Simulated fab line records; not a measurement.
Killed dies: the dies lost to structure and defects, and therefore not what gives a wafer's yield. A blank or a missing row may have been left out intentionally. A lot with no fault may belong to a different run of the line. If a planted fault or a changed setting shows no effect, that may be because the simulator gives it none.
Which tool was responsible? | flow ritCmos | Sampling: 14 lots, 42 wafers, 3 of 202 route steps

WHAT EACH GAUGE READ, for each wafer
RIT_SILICIDE_RS_MEAS_02: a four-point-probe measurement.
lot  | measured    | on           | SILICIDE_TI_RS (ohm/sq)
L633 | day 3 03:31 | filmMetro-01 | 49.5 48.7 49.0
L634 | day 3 08:32 | filmMetro-03 | 48.9 47.2 49.3
L635 | day 3 15:08 | filmMetro-03 | 48.2 47.0 47.7
L636 | day 3 18:49 | filmMetro-03 | 46.6 47.6 47.1
L637 | day 3 23:41 | filmMetro-01 | 48.9 48.3 48.8
L638 | day 4 03:37 | filmMetro-01 | 49.4 48.2 47.4
L639 | day 4 08:11 | filmMetro-01 | 48.7 48.5 48.9
L640 | day 4 14:19 | filmMetro-02 | 46.6 46.9 46.2
L641 | day 4 18:56 | filmMetro-02 | 49.0 49.4 48.5
L647 | day 6 00:16 | filmMetro-02 | 47.7 49.1 29.9
L649 | day 6 09:46 | filmMetro-03 | 47.4 29.4 47.0
L652 | day 7 00:27 | filmMetro-03 | 47.8 47.8 48.2
L654 | day 7 11:38 | filmMetro-01 | 49.3 48.3 48.9
L656 | day 7 23:33 | filmMetro-03 | 47.7 48.2 48.0

RIT_SILICIDE_THK_MEAS_03: measures by xrf.
lot  | measured    | on           | SILICIDE_TI_THK (nm)
L633 | day 3 03:37 | filmMetro-01 | 29.4 29.9 29.7
L634 | day 3 08:38 | filmMetro-03 | 29.5 30.3 29.2
L635 | day 3 15:15 | filmMetro-03 | 29.8 30.3 30.1
L636 | day 3 18:56 | filmMetro-03 | 30.5 30.0 30.3
L637 | day 3 23:49 | filmMetro-01 | 29.6 30.0 29.9
L638 | day 4 03:44 | filmMetro-01 | 29.3 29.9 30.4
L639 | day 4 08:18 | filmMetro-01 | 29.9 29.8 29.5
L640 | day 4 14:25 | filmMetro-02 | 30.7 30.6 31.1
L641 | day 4 19:03 | filmMetro-02 | 29.5 29.3 29.7
L647 | day 6 00:23 | filmMetro-02 | 29.9 29.5 43.6
L649 | day 6 09:52 | filmMetro-03 | 30.2 44.2 30.2
L652 | day 7 00:34 | filmMetro-03 | 29.8 30.1 29.8
L654 | day 7 11:46 | filmMetro-01 | 29.3 29.7 29.4
L656 | day 7 23:40 | filmMetro-03 | 29.9 29.8 29.9

WHAT TOOL EACH LOT RAN ON (gives the tool, then ch and the chambers of the sampled wafers, and finally the start)
lot  | RIT_SILICIDE_SPUTTER_01
L633 | pvdSputter-03, day 3 03:20
L634 | pvdSputter-02, day 3 08:20
L635 | pvdSputter-01, day 3 14:58
L636 | pvdSputter-02, day 3 18:39
L637 | pvdSputter-01, day 3 23:32
L638 | pvdSputter-02, day 4 03:28
L639 | pvdSputter-01, day 4 08:01
L640 | pvdSputter-02, day 4 14:07
L641 | pvdSputter-01, day 4 18:46
L647 | pvdSputter-02, day 6 00:07
L649 | pvdSputter-02, day 6 09:35
L652 | pvdSputter-03, day 7 00:18
L654 | pvdSputter-03, day 7 11:29
L656 | pvdSputter-03, day 7 23:24
- RIT_SILICIDE_SPUTTER_01: material Ti, target thk 30 nm, time 240 s.

AS READ BY THE TOOLS THEMSELVES (means over the sampled wafers that have a number; for cases with no such wafer, the mark the record gives instead)
RIT_SILICIDE_SPUTTER_01.
lot  | tool          | throttleValvePct (%)
L633 | pvdSputter-03 | 30.6
L634 | pvdSputter-02 | 29.9
L635 | pvdSputter-01 | 29.7
L636 | pvdSputter-02 | 30.6
L637 | pvdSputter-01 | 29.6
L638 | pvdSputter-02 | 29.3
L639 | pvdSputter-01 | 29.7
L640 | pvdSputter-02 | 30.1
L641 | pvdSputter-01 | 29.6
L647 | pvdSputter-02 | 29.3
L649 | pvdSputter-02 | 28.7
L652 | pvdSputter-03 | 30.4
L654 | pvdSputter-03 | 30.3
L656 | pvdSputter-03 | 30.6

THE ANSWER, worked out from the rows above alone
Rule: what is usual is taken from the lots themselves. The widest of any qualifying gaps counts: lots, ordered by their means at a reading, are off when they make up no more than a third of the lots, leave a main group of 4 or more, and stand apart from it by 3 or more times the standard deviation of that group's means. A main group whose means are all the same, to the digits that the tables above print for the reading, isn't used. Also off: a lot with no number at a reading for which 4 or more lots have one. All remaining lots with rows at the step are treated as sound. The gauges are gone through in route order, then the tools' own readings, and for those a lot's mean is taken as printed above. At the first step where some lot is off, the reading lying furthest off is the one used; lots without a number count as furthest.
Off: at RIT_SILICIDE_RS_MEAS_02 (SILICIDE_TI_RS), L647, L649. Mean 48.2 ohm/sq and standard deviation 0.74 in the main group.
If a tool, at a process step before that reading, ran all the lots that are off and no sound lot after the first of them, it fits. The gauges at RIT_SILICIDE_RS_MEAS_02 are tried like those tools. One fits: pvdSputter-02 at RIT_SILICIDE_SPUTTER_01. A fault onset in the window from L640 (day 4 14:07, its last sound lot) to L647 (day 6 00:07, its first lot off) fits.

WHAT HAD BEEN PUT IN BY THE SIMULATOR
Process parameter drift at RIT_SILICIDE_SPUTTER_01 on pvdSputter-02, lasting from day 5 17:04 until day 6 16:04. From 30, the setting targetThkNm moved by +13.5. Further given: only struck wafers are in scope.
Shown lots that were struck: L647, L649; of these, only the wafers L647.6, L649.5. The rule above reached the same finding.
